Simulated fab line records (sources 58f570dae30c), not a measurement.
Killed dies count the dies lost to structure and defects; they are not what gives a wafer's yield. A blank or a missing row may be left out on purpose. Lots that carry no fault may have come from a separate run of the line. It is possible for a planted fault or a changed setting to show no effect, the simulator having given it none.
A struck lot beside a sound one + flow berkeley cmos170 + 14 out of 331 route steps
Sound: the wafers L540.3, L540.4, L540.6. Wafers L552.1, L552.3, L552.5 were the ones struck. Last of all comes the cause.
Each step with rows lists, per side, the tool, then ch with its chambers, then its first start. Under that, the readings that differ: sound wafers + struck wafers + difference of the means + sigmas: that difference in standard deviations of wafers without a fault.
alike: readings with means less than 2 such deviations apart, plus words and numbers identical on both sides. not compared: withheld readings, readings lacking a value on some wafer, bounds such as >300 that could conceal the same value, and numbers that have no deviation in the record and whose values overlap.
Wherever a step has rows on one side only, a row that says differs or no value, or a row with sigmas, the two part there. When numbers do not overlap yet have no deviation, they are printed without sigmas and do not part them. Lack of a reading on every wafer of one side parts them only where that side has two or more wafers.

UCB170_PWELL_THK_MEAS_03:
  struck on film metro-04, day 5 12:36; sound on film metro-03, day 3 02:30
  alike: PWELL_OXIDE_THK
then, 2 steps without rows for these wafers: UCB170_PWELL_ANNEAL_04 (time 900 s); UCB170_PWELL_CVD_05 (deposits Si3N4 from SiH2Cl2/NH3, target thk 220 nm, time 3300 s).
UCB170_PWELL_THK_MEAS_06:
  struck on film metro-03, day 5 18:01; sound on film metro-04, day 3 08:50
  alike: PWELL_NITRIDE_THK
then, 6 steps without rows for these wafers: UCB170_PWELL_HMDS_07 (prime time 60 s); UCB170_PWELL_COAT_08 (resist thk 900 nm); UCB170_PWELL_SOFTBAKE_09 (time 60 s); UCB170_PWELL_EXPOSE_10 (exposes mask PWELL, target cd 3000 nm); UCB170_PWELL_PEB_11; UCB170_PWELL_DEVELOP_12 (develop time 45 s).
UCB170_PWELL_OVL_MEAS_13:
  struck on overlay-02, day 5 19:03; sound on overlay-02, day 3 10:38
  alike: PWELL_OVL
UCB170_PWELL_ETCH_14: etches Si3N4 in CH3F/Ar/O2, stops on SiO2, target depth 242 nm, time 151 s.
  sound on rie diel-04 ch 0,1,3, day 3 10:40; struck on rie diel-04 ch 0,2, day 5 19:05
  alike: drypump motor current A, oes product au, throttle valve pct
  not compared: rf hours counter h
UCB170_PWELL_IMPLANT_15:
  sound on implanter-03 ch 0, day 3 10:49; struck on implanter-04 ch 0, day 5 19:11
| reading            | sound             | struck            | difference | sigmas      |
|--------------------|-------------------|-------------------|------------|-------------|
| tilt deg (degrees) | 6.996 7.005 6.990 | 4.918 4.920 4.953 | -2.067     | -99 or more |
  alike: beam on s
UCB170_PWELL_STRIP_16: strips in O2.
  sound on plasma asher-02 ch 0,1, day 3 10:57; struck on plasma asher-02 ch 0,1, day 5 19:20
  alike: drypump motor current A, oes product au, strip time to endpoint s
  not compared: rf hours counter h

WHERE THEY PART
At UCB170_PWELL_IMPLANT_15 and nowhere else, as far as this record goes. Later steps at which nothing parts them and some readings are alike: UCB170_PWELL_STRIP_16.

WHY: whatever the simulator had introduced
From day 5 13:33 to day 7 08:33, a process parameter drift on implanter-04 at UCB170_PWELL_IMPLANT_15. The setting tilt deg was moved by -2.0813, starting from 7. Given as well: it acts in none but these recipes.
